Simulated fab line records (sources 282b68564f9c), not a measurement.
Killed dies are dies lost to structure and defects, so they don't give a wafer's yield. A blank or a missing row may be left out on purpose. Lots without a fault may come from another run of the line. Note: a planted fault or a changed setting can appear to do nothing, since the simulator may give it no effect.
Code-filled problem report in 8D (eight disciplines) form :: flow ritCmos :: the parts of the form that need people (team, actions taken, sign-off) are left out

1. THE PROBLEM
Across 6 wafers from 2 lots, PWELL_RS at RIT_WELLDRIVE_RS_MEAS_02 averages 443.3 ohm/sq, while fault-free wafers read 429.7 ohm/sq with a standard deviation of 1.2. Relative to the usual mean, that is a shift of +11 standard deviations.
The step: measures by four-point-probe.
First observed at day 4 14:31: wafer L160.2, on filmMetro-02. At this step, 42 wafers from 14 lots have a number in the record. The rule behind "out" and "out of limits": a value lying over 4 standard deviations away from the usual mean. Any other wafer with a number is counted as sound.

2. WHAT IT IS; WHAT IT IS NOT
question: which readings at this step
is: PWELL_RS
is not: -

question: which lots
is: L160, L161
is not: L150, L153, L154, L155, L157, L158, L159, L163, L169, L170, L171, L172

question: which wafers of those lots
is: all that have a number
is not: -

question: read on which gauges
is: filmMetro-01, filmMetro-02
is not: filmMetro-04

question: when
is: from day 4 14:31
is not: up to then (21 sound wafers); but 15 sound wafers of L163, L169, L170, L171, L172 came after

3. THE SUSPECTS, EACH WITH WHAT RULES IT OUT
Counting: a tool stays on the suspect list if, at a process step up to the reading, it processed all lots that are out and no sound lot following the first of them.
- the gauge at RIT_WELLDRIVE_RS_MEAS_02: ruled out. Those wafers that are out were read across 2 gauges (filmMetro-01, filmMetro-02).
- implanter-04 at RIT_PWELL_IMPLANT_08: kept. Every lot that is out went through it, starting with L160 (day 4 08:37), and after that it ran no sound lot; the last sound lot it ran before then is L159 (day 4 01:58). On those wafers its own readings are out: beamEnergyKeV.
Remaining after the count: implanter-04 at RIT_PWELL_IMPLANT_08.

4. THE CAUSE (what the simulator had put in)
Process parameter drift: implanter-04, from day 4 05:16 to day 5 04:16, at RIT_PWELL_IMPLANT_08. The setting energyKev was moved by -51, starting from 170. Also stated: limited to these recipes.
This tool alone remained once counting was done.

5. SEQUENCE OF EFFECTS, ordered by route
Each row: a reading where the mean over the struck wafers with a number is more than 3 standard deviations away from the usual. Only readings for which the record gives a usual standard deviation are gone through. hours: the time from each lot's start at the first step in this table that gives one to its start at this step, as a median over the lots. sigmas: the change in usual standard deviations.
hours: 0
step: RIT_PWELL_IMPLANT_08
reading: beamEnergyKeV
usual: 170.01
on struck wafers: 119.04
change: -50.97
sigmas: -99 or more

hours: 6
step: RIT_WELLDRIVE_RS_MEAS_02
reading: PWELL_RS
usual: 429.7 ohm/sq
on struck wafers: 443.3
change: +13.6
sigmas: +11
Here are the process steps it includes:
- RIT_PWELL_IMPLANT_08

6. HOW IT WOULD HAVE BEEN CAUGHT EARLIER
9 hours passed between the start of the fault at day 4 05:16 and the first reading out of limits at a measuring or inspecting step in this record, taken at day 4 14:31.
The tool's own readings at RIT_PWELL_IMPLANT_08 were out on every struck wafer that the step has a row for (beamEnergyKeV): an alarm limit on them would have fired on the first of those.
By day 4 14:31, every lot that is out (2) had started RIT_PWELL_IMPLANT_08 on implanter-04. Tool hold at that time: it would have spared none of them.
